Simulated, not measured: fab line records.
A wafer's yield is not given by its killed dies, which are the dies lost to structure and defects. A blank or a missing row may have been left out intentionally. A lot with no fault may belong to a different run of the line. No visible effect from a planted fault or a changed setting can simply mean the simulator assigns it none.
fab line records	flow berkeleyCmos170	part 1 of 2: steps 1 to 32 of 42
record lots=5	wafers=15	lastDay=13
route steps=331 shown NLDD@170 SPACER@171 PSD@175 NSD@187 BACKSIDE@199 SDANNEAL@204 PLDD@208 SILICIDE@210
lots untouched by any fault: they come from a run of this same line in which no faults occurred
startH: the number of hours between the record's first day and the start of the first shown wafer of the lot	waitH: hours elapsed since this lot's preceding step	" repeats the value in the row above	L1.1+2: a single row standing in for several wafers	- no value present, or no start provided	* or withheld: withheld	< > ~ a bound
route shown NAME@n: names a module that has steps shown in the file, with the first one's number in the route	usual: mean/standard deviation of fault-free wafers	same: alike in all rows	chamber/n: place in a boat	sites: the reading at each site	_std_site: the standard deviation of these	_edge_site: inner sites' mean taken away from outer sites' mean	radiusMm: how far each site lies from the wafer's centre	mask NAME#n: copy n	behind: tool/chamber where the wafer was last shaped	hold: the reason the lot was held/the length of the hold in hours/how it ended	device: which transistor (n, p or np) failed to switch	end of line: tests of these same wafers at the route's end	where a step has no rows: the recipe by itself	killed: not the wafer's yield, but the dies lost to structure and defects at the first sort	map: dies across one wafer; x = killed, . = not, _ = none there
set.NAME: the setting the step ran with; set.NAME@STEP: the setting that earlier step ran with	model.NAME: the simulator's own value behind a step, which no gauge read
certain route steps with their lots: each step a table, each wafer a row
services: a tool's chamber out of use, with start hour (startH, from the record's first day; less than 0 if before it), hours out, and reason
## steps
# step UCB170_NLDD_CLEAN_12
# recipe chemistry=SPM	tempC=120	timeS=600
lot.wafer	tool	chamber	startH	waitH
L076.3+4+6	wetBench-01	0	168.34	0.0
L079.1+5+6	wetBench-01	3	176.91	0.1
L088.1+5+6	wetBench-01	3	229.75	0.1
L089.2+3+4	wetBench-02	1	243.29	0.1
L096.4+5+6	wetBench-02	2	280.40	0.0
# step UCB170_SPACER_CVD_00
# recipe material=SiO2	targetThkNm=376	tempC=390	precursor=TEOS/O2	timeS=47	rfW=550	pressureMtorr=9000
# usual heaterPowerW=310/63
lot.wafer	tool	chamber	startH	waitH	heaterPowerW
L076.3	pecvd-03	1	168.53	0.0	384
L076.4	"	1	"	"	399
L076.6	"	0	"	"	388
L079.1	pecvd-01	2	177.08	0.0	261
L079.5	"	1	"	"	209
L079.6	"	0	"	"	225
L088.1	pecvd-04	2	229.92	0.0	285
L088.5	"	2	"	"	308
L088.6	"	0	"	"	224
L089.2	pecvd-03	1	243.47	0.0	331
L089.3	"	2	"	"	319
L089.4	"	2	"	"	321
L096.4	pecvd-03	2	280.61	0.0	320
L096.5	"	0	"	"	393
L096.6	"	1	"	"	418
# step UCB170_SPACER_THK_MEAS_01
# recipe reads=SiO2_of_SPACER_CVD_00
# usual SPACER_TEOS_THK=375/5.1
lot.wafer	tool	chamber	startH	waitH	SPACER_TEOS_THK[nm]
L076.3	filmMetro-04	-	168.60	0.0	375
L076.4	"	-	"	"	379
L076.6	"	-	"	"	382
L079.1	filmMetro-03	-	177.13	0.0	385
L079.5	"	-	"	"	379
L079.6	"	-	"	"	378
L088.1	filmMetro-01	-	229.96	0.0	366
L088.5	"	-	"	"	377
L088.6	"	-	"	"	378
L089.2	filmMetro-03	-	243.55	0.1	374
L089.3	"	-	"	"	376
L089.4	"	-	"	"	380
L096.4	filmMetro-03	-	280.66	0.0	378
L096.5	"	-	"	"	370
L096.6	"	-	"	"	374
# step UCB170_SPACER_ANNEAL_02
# recipe tempC=900	timeS=1800	ambient=N2
# usual zonePowerCentrePct=42.2/2.3	zonePowerSourcePct=25.1/1.6
lot.wafer	tool	chamber	startH	waitH	zonePowerCentrePct	zonePowerSourcePct
L076.3	furnace-04	0	173.46	4.9	41.8	23.1
L076.4	"	0	"	"	40.9	23.7
L076.6	"	0	"	"	41.5	23.6
L079.1	furnace-02	0	182.16	5.0	44.7	24.8
L079.5	"	0	"	"	43.5	25.1
L079.6	"	0	"	"	44.2	24.9
L088.1	furnace-02	0	235.02	5.0	43.8	25.2
L088.5	"	0	"	"	44.0	24.8
L088.6	"	0	"	"	45.4	24.8
L089.2	furnace-02	0	247.70	4.1	44.9	24.9
L089.3	"	0	"	"	44.2	25.0
L089.4	"	0	"	"	44.0	25.3
L096.4	furnace-04	0	285.16	4.5	40.5	23.3
L096.5	"	0	"	"	41.2	23.3
L096.6	"	0	"	"	40.3	23.2
# step UCB170_SPACER_ETCHBACK_03
# recipe stopOn=Si	target=SiO2	chemistry=CHF3/CF4/Ar	CHF3_flow_sccm=50	cf4FlowSccm=10	Ar_flow_sccm=120	pressureMtorr=200	rfW=500	targetDepthA=3760	timeS=100
# usual drypumpMotorCurrentA=5.6/0.38	oesProductAu=0.899/0.016	throttleValvePct=6.47/0.1
lot.wafer	tool	chamber	startH	waitH	drypumpMotorCurrentA	oesProductAu	rfHoursCounterH	throttleValvePct
L076.3	rieDiel-03	1	175.00	0.0	6.3	0.897	-	6.53
L076.4	"	0	"	"	5.2	0.903	-	6.30
L076.6	"	1	"	"	6.3	0.923	-	6.56
L079.1	rieDiel-02	2	183.66	0.0	5.8	0.896	94	6.58
L079.5	"	3	"	"	4.9	0.926	-	6.46
L079.6	"	2	"	"	5.8	0.904	-	6.58
L088.1	rieDiel-03	0	236.52	0.0	5.2	0.877	11	6.28
L088.5	"	0	"	"	5.2	0.900	-	6.29
L088.6	"	3	"	"	5.5	0.889	-	6.40
L089.2	rieDiel-04	1	249.20	0.0	5.6	0.887	112	6.42
L089.3	"	2	"	"	5.8	0.922	5	6.50
L089.4	"	0	"	"	6.1	0.906	17	6.32
L096.4	rieDiel-03	2	286.66	0.0	5.8	0.913	4	6.55
L096.5	"	3	"	"	5.5	0.867	-	6.41
L096.6	"	0	"	"	5.2	0.886	-	6.29
# step UCB170_PSD_HMDS_00
# recipe primeTimeS=60	primeTempC=100
lot.wafer	tool	chamber	startH	waitH
L076.3+4+6	lithoTrack-04	0	175.61	0.6
L079.1+5+6	lithoTrack-01	0	183.73	0.0
L088.1+5+6	lithoTrack-04	0	236.59	0.0
L089.2+3+4	lithoTrack-01	0	249.55	0.3
L096.4+5+6	lithoTrack-02	0	286.81	0.1
# step UCB170_PSD_COAT_01
# recipe resist=KrF	spinRpm=1500	resistThkNm=900
lot.wafer	tool	chamber	startH	waitH
L076.3+4+6	lithoTrack-04	0	175.76	0.1
L079.1+5+6	lithoTrack-01	0	183.88	0.1
L088.1+5+6	lithoTrack-04	0	236.74	0.1
L089.2+3+4	lithoTrack-01	0	249.70	0.1
L096.4+5+6	lithoTrack-02	0	286.96	0.1
# step UCB170_PSD_SOFTBAKE_02
# recipe resist=KrF	tempC=130	timeS=60
lot.wafer	tool	chamber	startH	waitH
L076.3+4+6	lithoTrack-04	0	175.91	0.1
L079.1+5+6	lithoTrack-01	0	184.03	0.1
L088.1+5+6	lithoTrack-04	0	236.89	0.1
L089.2+3+4	lithoTrack-01	0	249.85	0.1
L096.4+5+6	lithoTrack-02	0	287.11	0.1
# step UCB170_PSD_EXPOSE_03
# recipe maskId=PSELECT_MOD	na=0.5	sigmaOuter=0.6	sourceShape=conventional	targetCdNm=1200	doseMj=30
# same sigmaOuter=0.6
lot.wafer	tool	chamber	startH	waitH	mask
L076.3+4+6	krfScanner-02	0	176.17	0.2	PSELECT_MOD#0
L079.1+5+6	krfScanner-02	0	184.54	0.5	PSELECT_MOD#0
L088.1+5+6	krfScanner-01	0	237.41	0.5	PSELECT_MOD#0
L089.2+3+4	krfScanner-02	0	250.13	0.3	PSELECT_MOD#0
L096.4+5+6	krfScanner-01	0	287.48	0.3	PSELECT_MOD#0
# step UCB170_PSD_PEB_04
# recipe pebTempC=130	pebTimeS=withheld	resist=KrF
# usual plateSensorTCentreC=131.41/0.01	plateSensorTEdgeC=131.53/0.01
lot.wafer	tool	chamber	startH	waitH	plateSensorTCentreC	plateSensorTEdgeC
L076.3	lithoTrack-02	0	176.33	0.1	131.4	131.52
L076.4	"	0	"	"	131.42	131.53
L076.6	"	0	"	"	131.41	131.52
L079.1	lithoTrack-01	0	184.66	0.1	131.41	131.54
L079.5	"	0	"	"	131.41	131.53
L079.6	"	0	"	"	131.42	131.54
L088.1	lithoTrack-04	0	238.21	0.8	131.41	131.52
L088.5	"	0	"	"	131.42	131.52
L088.6	"	0	"	"	131.4	131.52
L089.2	lithoTrack-02	0	250.47	0.3	131.41	131.54
L089.3	"	0	"	"	131.41	131.52
L089.4	"	0	"	"	131.43	131.55
L096.4	lithoTrack-04	0	287.62	0.1	131.41	131.53
L096.5	"	0	"	"	131.45	131.51
L096.6	"	0	"	"	131.41	131.53
# step UCB170_PSD_DEVELOP_05
# recipe developer=TMAH	developTimeS=45	resist=KrF	devTempC=21
lot.wafer	tool	chamber	startH	waitH
L076.3+4+6	lithoTrack-02	0	-	-
L079.1+5+6	lithoTrack-01	0	-	-
L088.1+5+6	lithoTrack-04	0	-	-
L089.2+3+4	lithoTrack-02	0	-	-
L096.4+5+6	lithoTrack-04	0	-	-
# step UCB170_PSD_CD_MEAS_06
# recipe targetCdNm=1200
# usual cdNm=1199.6/1.2
lot.wafer	tool	chamber	startH	waitH	cdNm
L076.3	cdSem-01	-	176.67	-	1200.2
L076.4	"	-	"	"	1200.3
L076.6	"	-	"	"	1199.9
L079.1	cdSem-01	-	184.94	-	1201.3
L079.5	"	-	"	"	1200.7
L079.6	"	-	"	"	1199.4
L088.1	cdSem-01	-	238.49	-	1201.8
L088.5	"	-	"	"	1200.9
L088.6	"	-	"	"	1201.9
L089.2	cdSem-01	-	250.74	-	1199.5
L089.3	"	-	"	"	1199.8
L089.4	"	-	"	"	1198.8
L096.4	cdSem-02	-	287.88	-	1198.0
L096.5	"	-	"	"	1197.4
L096.6	"	-	"	"	1196.6
# step UCB170_PSD_OVL_MEAS_07
# usual PSD_OVL=-3/4.7
lot.wafer	tool	chamber	startH	waitH	PSD_OVL[nm]
L076.3	overlay-01	-	176.76	0.1	-7
L076.4	"	-	"	"	-7
L076.6	"	-	"	"	-9
L079.1	overlay-01	-	185.06	0.1	-3
L079.5	"	-	"	"	-9
L079.6	"	-	"	"	-7
L088.1	overlay-02	-	238.61	0.1	-2
L088.5	"	-	"	"	1
L088.6	"	-	"	"	-7
L089.2	overlay-01	-	250.84	0.1	-4
L089.3	"	-	"	"	-5
L089.4	"	-	"	"	-1
L096.4	overlay-02	-	287.95	0.1	-2
L096.5	"	-	"	"	2
L096.6	"	-	"	"	-1
# step UCB170_PSD_IMPLANT_08
# recipe species=B	doseCm2=3e+15	energyKev=20	tiltDeg=7
# usual doseIonsCm2=3.0001e+15/2.8e+12
lot.wafer	tool	chamber	startH	waitH	doseIonsCm2
L076.3	implanter-01	0	176.84	0.1	2.9989e+15
L076.4	"	0	"	"	3.0026e+15
L076.6	"	0	"	"	3e+15
L079.1	implanter-03	0	185.09	0.0	2.9983e+15
L079.5	"	0	"	"	2.9927e+15
L079.6	"	0	"	"	3.0003e+15
L088.1	implanter-03	0	238.65	0.0	2.9984e+15
L088.5	"	0	"	"	2.9971e+15
L088.6	"	0	"	"	2.9995e+15
L089.2	implanter-03	0	250.90	0.0	3.0038e+15
L089.3	"	0	"	"	2.9961e+15
L089.4	"	0	"	"	2.9995e+15
L096.4	implanter-01	0	288.05	0.1	2.9988e+15
L096.5	"	0	"	"	3.0005e+15
L096.6	"	0	"	"	2.9955e+15
# step UCB170_PSD_STRIP_09
# recipe chemistry=O2	powerW=400	pressureMtorr=3500	platenTempC=withheld	o2FlowSccm=400	overashFraction=0.5
# usual drypumpMotorCurrentA=5.6/0.31	oesProductAu=0.601/0.0046	stripTimeToEndpointS=29.37/0.07
lot.wafer	tool	chamber	startH	waitH	drypumpMotorCurrentA	oesProductAu	rfHoursCounterH	stripTimeToEndpointS
L076.3	plasmaAsher-03	1	176.97	0.1	5.6	0.601	-	29.31
L076.4	"	0	"	"	5.2	0.598	-	29.33
L076.6	"	1	"	"	5.6	0.597	-	29.26
L079.1	plasmaAsher-03	0	185.24	0.1	5.2	0.604	7	29.39
L079.5	"	0	"	"	5.2	0.600	-	29.41
L079.6	"	1	"	"	5.6	0.606	-	29.40
L088.1	plasmaAsher-03	1	238.80	0.1	5.6	0.599	12	29.36
L088.5	"	0	"	"	5.2	0.600	-	29.46
L088.6	"	1	"	"	5.6	0.596	-	29.38
L089.2	plasmaAsher-03	1	251.02	0.1	5.6	0.605	14	29.43
L089.3	"	1	"	"	5.6	0.592	-	29.42
L089.4	"	0	"	"	5.2	0.609	-	29.48
L096.4	plasmaAsher-02	1	288.15	0.1	5.3	0.601	-	29.40
L096.5	"	0	"	"	5.9	0.606	-	29.40
L096.6	"	1	"	"	5.3	0.599	-	29.40
# step UCB170_PSD_TW_MEAS_10
# usual PSD_TW=2313/20
lot.wafer	tool	chamber	startH	waitH	PSD_TW
L076.3	filmMetro-02	-	177.06	0.1	2303
L076.4	"	-	"	"	2304
L076.6	"	-	"	"	2312
L079.1	filmMetro-01	-	185.34	0.1	2300
L079.5	"	-	"	"	2290
L079.6	"	-	"	"	2306
L088.1	filmMetro-01	-	238.90	0.1	2294
L088.5	"	-	"	"	2299
L088.6	"	-	"	"	2302
L089.2	filmMetro-01	-	251.13	0.1	2304
L089.3	"	-	"	"	2295
L089.4	"	-	"	"	2298
L096.4	filmMetro-01	-	288.25	0.1	2289
L096.5	"	-	"	"	2287
L096.6	"	-	"	"	2281
# step UCB170_PSD_CLEAN_11
# recipe chemistry=SPM	tempC=120	timeS=600
lot.wafer	tool	chamber	startH	waitH
L076.3+4+6	wetBench-04	3	177.21	0.1
L079.1+5+6	wetBench-02	0	185.40	0.1
L088.1+5+6	wetBench-03	0	238.96	0.1
L089.2+3+4	wetBench-04	3	251.18	0.0
L096.4+5+6	wetBench-03	2	289.96	1.7
# step UCB170_NSD_HMDS_00
# recipe primeTimeS=60	primeTempC=100
lot.wafer	tool	chamber	startH	waitH
L076.3+4+6	lithoTrack-02	0	177.51	0.1
L079.1+5+6	lithoTrack-02	0	185.81	0.2
L088.1+5+6	lithoTrack-02	0	239.70	0.6
L089.2+3+4	lithoTrack-02	0	251.74	0.4
L096.4+5+6	lithoTrack-02	0	290.21	0.1
# step UCB170_NSD_COAT_01
# recipe resist=KrF	spinRpm=1500	resistThkNm=900
lot.wafer	tool	chamber	startH	waitH
L076.3+4+6	lithoTrack-02	0	177.66	0.1
L079.1+5+6	lithoTrack-02	0	185.96	0.1
L088.1+5+6	lithoTrack-02	0	239.85	0.1
L089.2+3+4	lithoTrack-02	0	251.89	0.1
L096.4+5+6	lithoTrack-02	0	290.36	0.1
# step UCB170_NSD_SOFTBAKE_02
# recipe resist=KrF	tempC=130	timeS=60
lot.wafer	tool	chamber	startH	waitH
L076.3+4+6	lithoTrack-02	0	177.81	0.1
L079.1+5+6	lithoTrack-02	0	186.10	0.1
L088.1+5+6	lithoTrack-02	0	240.00	0.1
L089.2+3+4	lithoTrack-02	0	252.04	0.1
L096.4+5+6	lithoTrack-02	0	290.51	0.1
# step UCB170_NSD_EXPOSE_03
# recipe maskId=NSELECT_MOD	na=0.5	sigmaOuter=0.6	sourceShape=conventional	targetCdNm=1200	doseMj=30
# same sigmaOuter=0.6
lot.wafer	tool	chamber	startH	waitH	mask
L076.3+4+6	krfScanner-02	0	178.07	0.2	NSELECT_MOD#0
L079.1+5+6	krfScanner-02	0	186.38	0.2	NSELECT_MOD#0
L088.1+5+6	krfScanner-01	0	240.28	0.2	NSELECT_MOD#0
L089.2+3+4	krfScanner-02	0	252.31	0.2	NSELECT_MOD#0
L096.4+5+6	krfScanner-02	0	291.08	0.5	NSELECT_MOD#0
# step UCB170_NSD_PEB_04
# recipe pebTempC=130	pebTimeS=withheld	resist=KrF
lot.wafer	tool	chamber	startH	waitH
L076.3+4+6	lithoTrack-03	0	178.20	0.1
L079.1+5+6	lithoTrack-03	0	186.50	0.1
L088.1+5+6	lithoTrack-04	0	240.76	0.5
L089.2+3+4	lithoTrack-04	0	252.43	0.1
L096.4+5+6	lithoTrack-02	0	291.22	0.1
# step UCB170_NSD_DEVELOP_05
# recipe developer=TMAH	developTimeS=45	resist=KrF	devTempC=21
lot.wafer	tool	chamber	startH	waitH
L076.3+4+6	lithoTrack-03	0	-	-
L079.1+5+6	lithoTrack-03	0	-	-
L088.1+5+6	lithoTrack-04	0	-	-
L089.2+3+4	lithoTrack-04	0	-	-
L096.4+5+6	lithoTrack-02	0	-	-
# step UCB170_NSD_CD_MEAS_06
# recipe targetCdNm=1200
# usual cdNm=1200.0/1.6
lot.wafer	tool	chamber	startH	waitH	cdNm
L076.3	cdSem-01	-	178.46	-	1197.3
L076.4	"	-	"	"	1198.9
L076.6	"	-	"	"	1197.3
L079.1	cdSem-01	-	186.77	-	1200.5
L079.5	"	-	"	"	1200.9
L079.6	"	-	"	"	1199.1
L088.1	cdSem-01	-	241.04	-	1203.7
L088.5	"	-	"	"	1202.3
L088.6	"	-	"	"	1201.8
L089.2	cdSem-02	-	252.75	-	1198.2
L089.3	"	-	"	"	1199.5
L089.4	"	-	"	"	1199.9
L096.4	cdSem-02	-	291.48	-	1200.7
L096.5	"	-	"	"	1201.3
L096.6	"	-	"	"	1201.0
# step UCB170_NSD_OVL_MEAS_07
# usual NSD_OVL=2/5.6
lot.wafer	tool	chamber	startH	waitH	NSD_OVL[nm]
L076.3	overlay-01	-	178.56	0.1	5
L076.4	"	-	"	"	3
L076.6	"	-	"	"	3
L079.1	overlay-01	-	186.89	0.1	-1
L079.5	"	-	"	"	4
L079.6	"	-	"	"	4
L088.1	overlay-01	-	241.16	0.1	6
L088.5	"	-	"	"	11
L088.6	"	-	"	"	5
L089.2	overlay-02	-	252.86	0.1	12
L089.3	"	-	"	"	8
L089.4	"	-	"	"	1
L096.4	overlay-01	-	291.56	0.1	0
L096.5	"	-	"	"	7
L096.6	"	-	"	"	0
# step UCB170_NSD_IMPLANT_08
# recipe species=P	doseCm2=3e+15	energyKev=40.27	tiltDeg=7
# usual doseIonsCm2=3e+15/3.4e+12
lot.wafer	tool	chamber	startH	waitH	doseIonsCm2
L076.3	implanter-02	0	178.63	0.1	2.998e+15
L076.4	"	0	"	"	2.997e+15
L076.6	"	0	"	"	3e+15
L079.1	implanter-03	0	186.93	0.0	2.999e+15
L079.5	"	0	"	"	3.002e+15
L079.6	"	0	"	"	3.001e+15
L088.1	implanter-04	0	241.19	0.0	3.001e+15
L088.5	"	0	"	"	3.005e+15
L088.6	"	0	"	"	3e+15
L089.2	implanter-02	0	252.91	0.0	3e+15
L089.3	"	0	"	"	2.997e+15
L089.4	"	0	"	"	3.002e+15
L096.4	implanter-03	0	291.65	0.1	3e+15
L096.5	"	0	"	"	2.999e+15
L096.6	"	0	"	"	2.996e+15
# step UCB170_NSD_STRIP_09
# recipe chemistry=O2	powerW=400	pressureMtorr=3500	platenTempC=withheld	o2FlowSccm=400	overashFraction=0.5
# usual drypumpMotorCurrentA=5.6/0.31	oesProductAu=0.532/0.0047	stripTimeToEndpointS=35.93/0.086
lot.wafer	tool	chamber	startH	waitH	drypumpMotorCurrentA	oesProductAu	rfHoursCounterH	stripTimeToEndpointS
L076.3	plasmaAsher-01	0	178.76	0.1	6.0	0.531	-	36.06
L076.4	"	1	"	"	5.4	0.523	-	36.09
L076.6	"	1	"	"	5.4	0.523	-	36.10
L079.1	plasmaAsher-01	0	187.08	0.1	6.1	0.529	41	35.90
L079.5	"	0	"	"	6.1	0.531	-	35.84
L079.6	"	1	"	"	5.4	0.528	-	35.94
L088.1	plasmaAsher-01	0	241.34	0.1	6.1	0.533	46	35.89
L088.5	"	1	"	"	5.4	0.533	-	35.81
L088.6	"	0	"	"	6.0	0.537	-	35.96
L089.2	plasmaAsher-03	0	253.04	0.1	5.2	0.536	14	36.03
L089.3	"	0	"	"	5.2	0.537	-	35.91
L089.4	"	1	"	"	5.6	0.536	-	35.94
L096.4	plasmaAsher-01	0	291.76	0.1	6.1	0.538	-	35.93
L096.5	"	1	"	"	5.4	0.529	-	35.73
L096.6	"	0	"	"	6.1	0.534	-	35.84
# step UCB170_NSD_TW_MEAS_10
# usual NSD_TW=4152/28
lot.wafer	tool	chamber	startH	waitH	NSD_TW
L076.3	filmMetro-02	-	178.85	0.1	4167
L076.4	"	-	"	"	4168
L076.6	"	-	"	"	4183
L079.1	filmMetro-02	-	187.18	0.1	4160
L079.5	"	-	"	"	4138
L079.6	"	-	"	"	4172
L088.1	filmMetro-01	-	241.44	0.1	4157
L088.5	"	-	"	"	4139
L088.6	"	-	"	"	4148
L089.2	filmMetro-01	-	253.15	0.1	4150
L089.3	"	-	"	"	4133
L089.4	"	-	"	"	4145
L096.4	filmMetro-02	-	291.85	0.1	4158
L096.5	"	-	"	"	4155
L096.6	"	-	"	"	4176
# step UCB170_NSD_CLEAN_11
# recipe chemistry=SPM	tempC=120	timeS=600
lot.wafer	tool	chamber	startH	waitH
L076.3+4+6	wetBench-04	2	178.89	0.0
L079.1+5+6	wetBench-04	3	187.24	0.1
L088.1+5+6	wetBench-04	1	241.50	0.1
L089.2+3+4	wetBench-03	2	253.20	0.0
L096.4+5+6	wetBench-01	2	291.88	0.0
# step UCB170_BACKSIDE_HMDS_00
# recipe primeTimeS=60	primeTempC=100
lot.wafer	tool	chamber	startH	waitH
L076.3+4+6	lithoTrack-01	0	179.17	0.1
L079.1+5+6	lithoTrack-03	0	187.41	0.0
L088.1+5+6	lithoTrack-03	0	242.24	0.6
L089.2+3+4	lithoTrack-04	0	253.40	0.0
L096.4+5+6	lithoTrack-03	0	292.13	0.1
# step UCB170_BACKSIDE_COAT_01
# recipe resist=KrF	spinRpm=1500	resistThkNm=900
lot.wafer	tool	chamber	startH	waitH
L076.3+4+6	lithoTrack-01	0	179.32	0.1
L079.1+5+6	lithoTrack-03	0	187.56	0.1
L088.1+5+6	lithoTrack-03	0	242.39	0.1
L089.2+3+4	lithoTrack-04	0	253.55	0.1
L096.4+5+6	lithoTrack-03	0	292.28	0.1
# step UCB170_BACKSIDE_SOFTBAKE_02
# recipe resist=KrF	tempC=130	timeS=60
lot.wafer	tool	chamber	startH	waitH
L076.3+4+6	lithoTrack-01	0	179.47	0.1
L079.1+5+6	lithoTrack-03	0	187.71	0.1
L088.1+5+6	lithoTrack-03	0	242.54	0.1
L089.2+3+4	lithoTrack-04	0	253.70	0.1
L096.4+5+6	lithoTrack-03	0	292.43	0.1
